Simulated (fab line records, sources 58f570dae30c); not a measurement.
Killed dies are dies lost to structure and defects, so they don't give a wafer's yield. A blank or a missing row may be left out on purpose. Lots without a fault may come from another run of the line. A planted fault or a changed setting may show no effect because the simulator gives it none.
One fault seen from 2 desks | flow berkeley_cmos170 | each desk has only its own numbers; what lay behind them comes last

THE TOOL OWNER'S DESK: plasma_asher-04
The tool's own readings at UCB170_CONTACT_STRIP_19 (strips in O2): means of the sampled wafers that have a number, for each lot that ran on this tool. A lot is out of limits, marked OUT, if its mean lies more than 4 standard deviations from the usual mean; the brackets give that distance.
Columns: A = drypump_motor_current_A at UCB170_CONTACT_STRIP_19, usual 5.81 A; B = oes_product_au at UCB170_CONTACT_STRIP_19, usual 0.726 a.u.
lot  | first seen here | A    | B
L803 | day 7 14:22     | 5.69 | 0.723
L806 | day 7 19:16     | 5.69 | 0.726
L808 | day 7 20:31     | 5.75 | 0.687 (-8.2) OUT
L812 | day 8 20:13     | 5.73 | 0.687 (-8.1) OUT
L822 | day 11 07:17    | 5.73 | 0.725
L826 | day 11 20:17    | 5.65 | 0.726
L825 | day 11 21:47    | 5.70 | 0.721
This desk's finding: out of limits on L808, L812; first on L808, day 7 20:31 (oes_product_au at UCB170_CONTACT_STRIP_19). In limits: L803, L806, L822, L826, L825.

THE METROLOGY DESK
What the gauges read, lot by lot, whatever tool the lot ran on: means of the sampled wafers that have a number. A lot is out of limits, marked OUT, if its mean lies more than 4 standard deviations from the usual mean; the brackets give that distance.
Columns: A = SILICIDE_TI_RS at UCB170_SILICIDE_RS_MEAS_02, usual 25.9 ohm/sq; B = SILICIDE_TI_THK at UCB170_SILICIDE_THK_MEAS_03, usual 30.0 nm
lot  | first seen here | A    | B
L804 | day 7 06:28     | 25.9 | 29.9
L803 | day 7 06:40     | 26.0 | 29.7
L807 | day 7 13:28     | 25.8 | 30.3
L805 | day 7 13:29     | 25.8 | 30.1
L806 | day 7 13:47     | 26.0 | 30.1
L809 | day 7 15:38     | 26.0 | 30.1
L808 | day 7 15:53     | 26.2 | 29.5
L812 | day 8 14:55     | 26.1 | 29.7
L811 | day 8 15:50     | 25.3 | 30.5
L819 | day 10 09:46    | 26.0 | 29.9
L822 | day 11 02:32    | 26.4 | 29.3
L826 | day 11 15:20    | 26.1 | 29.9
L823 | day 11 15:47    | 25.9 | 30.0
L825 | day 11 15:58    | 25.5 | 30.2
This desk's finding: nothing out of limits on any of the 14 lots.

PUT TOGETHER
The tool owner's desk could have raised an alarm at day 7 20:31, on L808, L812.
The metrology desk saw nothing out of limits.
The metrology desk has L808, L812 on record, within its limits.
Of the lots named, all ran UCB170_CONTACT_STRIP_19 on plasma_asher-04.

WHAT THE SIMULATOR HAD PUT IN
Process parameter drift: plasma_asher-04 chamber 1, from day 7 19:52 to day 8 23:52, at UCB170_CONTACT_STRIP_19. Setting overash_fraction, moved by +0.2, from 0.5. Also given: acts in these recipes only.
Lots struck among those shown: L808, L812.
Hours from the fault's start to each desk's first reading out of limits: the tool owner's desk, 1.
